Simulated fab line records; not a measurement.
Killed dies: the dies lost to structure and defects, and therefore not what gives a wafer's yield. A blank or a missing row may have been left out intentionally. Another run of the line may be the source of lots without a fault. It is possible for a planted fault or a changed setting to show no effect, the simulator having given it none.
fab line records	flow rit-cmos
record: lots: 6	wafers: 18	last-day: 7
route steps=202 shown NWELL@32 PWELL@39
lots with no fault: from the same line, run without faults
start-h: start of the lot's first displayed wafer, in hours after the record's first day	wait-h: hours since the lot's step before	" unchanged from the row above	L1.1+2: several wafers, shown together as one row	- either no value or no given start	* or withheld: withheld	< > ~ a bound
route shown NAME@n: NAME is a module with steps in the file, n the number in the route of the first one	usual: mean and standard deviation over wafers with no fault	same: alike in all rows	chamber/n: place in a boat	sites: readings site by site	_std_site: the standard deviation of these	_edge_site: outer sites' mean less inner sites'	radius-mm: how far each site lies from the wafer's centre	mask NAME#n: copy n	behind: the last tool/chamber to shape the wafer	hold: the reason the lot was held/the length of the hold in hours/how it ended	device: whichever transistor did not switch (one of n, p or np)	end of line: tests run on the same wafers once the route is complete	a step without rows: its recipe alone	killed: count of dies lost to structure and defects at first sort (not the wafer's yield)	map: dies across one wafer; x = killed, . = not, _ = none there
set.NAME: the setting as run; set.NAME@STEP: as run at that earlier step	model.NAME: the simulator's own value behind a step, which no gauge read
lots at selected steps of the route; one table per step, one row per wafer
services: from which hour (start-h, from the record's first day; less than 0 if before it) a tool's chamber was out of use, for how many hours, and why
== steps ==
step: RIT_NWELL_PEB_04
recipe: resist: NOVOLAK	temp-c: withheld	time-s: withheld
step: RIT_NWELL_DEVELOP_05
recipe: resist: NOVOLAK	develop-time-s: 68	dev-temp-c: 23
step: RIT_NWELL_OVL_MEAS_06
usual: NWELL_OVL: 1.0/1.3
lot.wafer	tool	chamber	start-h	wait-h	NWELL_OVL[nm]
L759.3	overlay-01	-	28.59	-	0.1
L759.4	"	-	"	"	0.7
L759.5	"	-	"	"	1.8
L760.1	overlay-01	-	33.47	-	1.7
L760.2	"	-	"	"	1.1
L760.3	"	-	"	"	0.0
L775.1	overlay-01	-	106.80	-	1.6
L775.3	"	-	"	"	1.7
L775.4	"	-	"	"	2.6
L776.1	overlay-02	-	111.97	-	1.5
L776.2	"	-	"	"	0.4
L776.4	"	-	"	"	0.1
L777.3	overlay-02	-	118.01	-	1.5
L777.5	"	-	"	"	0.5
L777.6	"	-	"	"	0.8
L781.1	overlay-01	-	138.50	-	-0.2
L781.4	"	-	"	"	-0.4
L781.5	"	-	"	"	-0.9
step: RIT_NWELL_HARDBAKE_07
recipe: resist: NOVOLAK	temp-c: 140	time-s: 120
step: RIT_NWELL_IMPLANT_08
recipe: species: P	energy-kev: 170	dose-cm2: 5e+13	tilt-deg: 7
step: RIT_NWELL_STRIP_09
recipe: chemistry: O2	time-s: 180	resist: NOVOLAK	platen-temp-c: withheld	power-w: 500	pressure-mtorr: 4000	o2-flow-sccm: 4000
usual: chamber-pressure-mTorr: 4000/3.5	drypump-motor-current-A: 6.1/0.45
lot.wafer	tool	chamber	start-h	wait-h	chamber-pressure-mTorr	drypump-motor-current-A	rf-hours-counter-h
L759.3	plasma-asher-03	1	29.07	0.1	3992	6.3	-
L759.4	"	0	"	"	4001	6.5	-
L759.5	"	0	"	"	4003	6.5	-
L760.1	plasma-asher-02	1	33.91	0.1	3995	6.5	39
L760.2	"	0	"	"	4002	5.3	39
L760.3	"	0	"	"	3999	5.3	-
L775.1	plasma-asher-03	0	107.23	0.1	4006	6.5	43
L775.3	"	0	"	"	4004	6.5	-
L775.4	"	1	"	"	4001	6.3	-
L776.1	plasma-asher-02	1	112.40	0.1	3996	6.4	49
L776.2	"	0	"	"	4003	5.3	49
L776.4	"	1	"	"	3992	6.5	-
L777.3	plasma-asher-03	0	118.49	0.1	3998	6.5	-
L777.5	"	0	"	"	3997	6.5	-
L777.6	"	1	"	"	4002	6.3	-
L781.1	plasma-asher-01	0	138.93	0.1	4000	6.3	50
L781.4	"	1	"	"	4002	5.9	-
L781.5	"	0	"	"	4006	6.3	-
step: RIT_NWELL_TW_MEAS_10
usual: NWELL_TW: 2156/21
lot.wafer	tool	chamber	start-h	wait-h	NWELL_TW
L759.3	film-metro-04	-	29.21	0.1	2169
L759.4	"	-	"	"	2160
L759.5	"	-	"	"	2157
L760.1	film-metro-01	-	34.08	0.1	2175
L760.2	"	-	"	"	2189
L760.3	"	-	"	"	2178
L775.1	film-metro-02	-	107.41	0.1	2170
L775.3	"	-	"	"	2172
L775.4	"	-	"	"	2174
L776.1	film-metro-01	-	112.58	0.1	2174
L776.2	"	-	"	"	2170
L776.4	"	-	"	"	2161
L777.3	film-metro-02	-	118.63	0.1	2164
L777.5	"	-	"	"	2176
L777.6	"	-	"	"	2160
L781.1	film-metro-04	-	139.11	0.1	2145
L781.4	"	-	"	"	2147
L781.5	"	-	"	"	2147
step: RIT_PWELL_HMDS_00
recipe: prime-time-s: 60	prime-temp-c: 140
step: RIT_PWELL_COAT_01
recipe: resist: NOVOLAK	spin-rpm: 2000	resist-thk-nm: 1300
step: RIT_PWELL_SOFTBAKE_02
recipe: resist: NOVOLAK	temp-c: 90	time-s: 60
step: RIT_PWELL_EXPOSE_03
recipe: mask-id: M3	na: 0.57	target-cd-nm: 43700	dose-mj: 250
step: RIT_PWELL_PEB_04
recipe: resist: NOVOLAK	temp-c: withheld	time-s: withheld
step: RIT_PWELL_DEVELOP_05
recipe: resist: NOVOLAK	develop-time-s: 68	dev-temp-c: 23
usual: chill-plate-temp-C: 22.98/0.11	develop-time-s: 68/0	exhaust-pa: 45.2/1
lot.wafer	tool	chamber	start-h	wait-h	chill-plate-temp-C	develop-time-s	exhaust-pa
L759.3	litho-track-01	0	30	-	22.91	68	45.1
L759.4	"	0	"	"	23.13	68	44.1
L759.5	"	0	"	"	22.98	68	44.0
L760.1	litho-track-04	0	34	-	23.03	68	46.7
L760.2	"	0	35	-	22.98	68	46.1
L760.3	"	0	"	"	23.04	68	45.2
L775.1	litho-track-01	-	108	-	-	-	-
L775.3	"	-	"	"	-	-	-
L775.4	"	-	"	"	-	-	-
L776.1	litho-track-01	-	113	-	-	-	-
L776.2	"	-	"	"	-	-	-
L776.4	"	-	"	"	-	-	-
L777.3	litho-track-02	0	119	-	23.09	68	46.2
L777.5	"	0	"	"	22.96	68	45.9
L777.6	"	0	"	"	23.03	68	47.0
L781.1	litho-track-02	0	140	-	22.99	68	46.8
L781.4	"	0	"	"	22.92	68	46.4
L781.5	"	0	"	"	23.08	68	46.7
step: RIT_PWELL_OVL_MEAS_06
usual: PWELL_OVL: -0.1/1.5
lot.wafer	tool	chamber	start-h	wait-h	PWELL_OVL[nm]
L759.3	overlay-01	-	30.26	-	0.9
L759.4	"	-	"	"	0.5
L759.5	"	-	"	"	1.7
L760.1	overlay-01	-	35.15	-	1.1
L760.2	"	-	"	"	0.2
L760.3	"	-	"	"	1.3
L775.1	overlay-02	-	108.38	-	-
L775.3	"	-	"	"	-
L775.4	"	-	"	"	-
L776.1	overlay-01	-	113.64	-	-
L776.2	"	-	"	"	-
L776.4	"	-	"	"	-
L777.3	overlay-01	-	119.56	-	0.5
L777.5	"	-	"	"	0.7
L777.6	"	-	"	"	-1.1
L781.1	overlay-02	-	140.17	-	0.4
L781.4	"	-	"	"	0.9
L781.5	"	-	"	"	1.6
== services ==
tool	chamber	start-h	hours	kind
plasma-asher-02	-	40.67	2.8	pm
plasma-asher-03	-	57.75	28.1	pm
plasma-asher-03	-	105.49	1.6	repair
plasma-asher-03	-	108.75	9.0	pm
plasma-asher-03	0	108.75	9.0	vent-cycle
plasma-asher-03	1	108.75	9.0	vent-cycle
plasma-asher-01	-	111.83	4.1	repair
plasma-asher-03	0	117.75	-	clean
plasma-asher-03	1	117.75	-	clean
== key ==
first-sign: step: RIT_PWELL_DEVELOP_05	reading: tool-record	direction: missing
effect none on later readings
met-at RIT_PWELL_DEVELOP_05
struck-wafers L775.1,L775.3,L775.4,L776.1,L776.2,L776.4
sort-left-out L775.1,L775.3,L775.4,L776.1,L776.2,L776.4
tester-left-out L775,L776
onset-between 30 108
fault: kind: skipped-step-whole	tool: litho-track-01	chamber: -	onset-h: 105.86	steps: RIT_PWELL_DEVELOP_05	scope: struck-lots-only
tester-left-out: of these lots the tester's yield and bins aren't shown, on N5 and GAA mostly nor the transistor test; their killed dies are dies lost to structure and defects alone, not to doping, threshold or leakage, so they don't give the yield
sort-left-out: the simulated sort isn't trusted on such a fault, so these wafers' sort isn't shown, and their yield isn't known
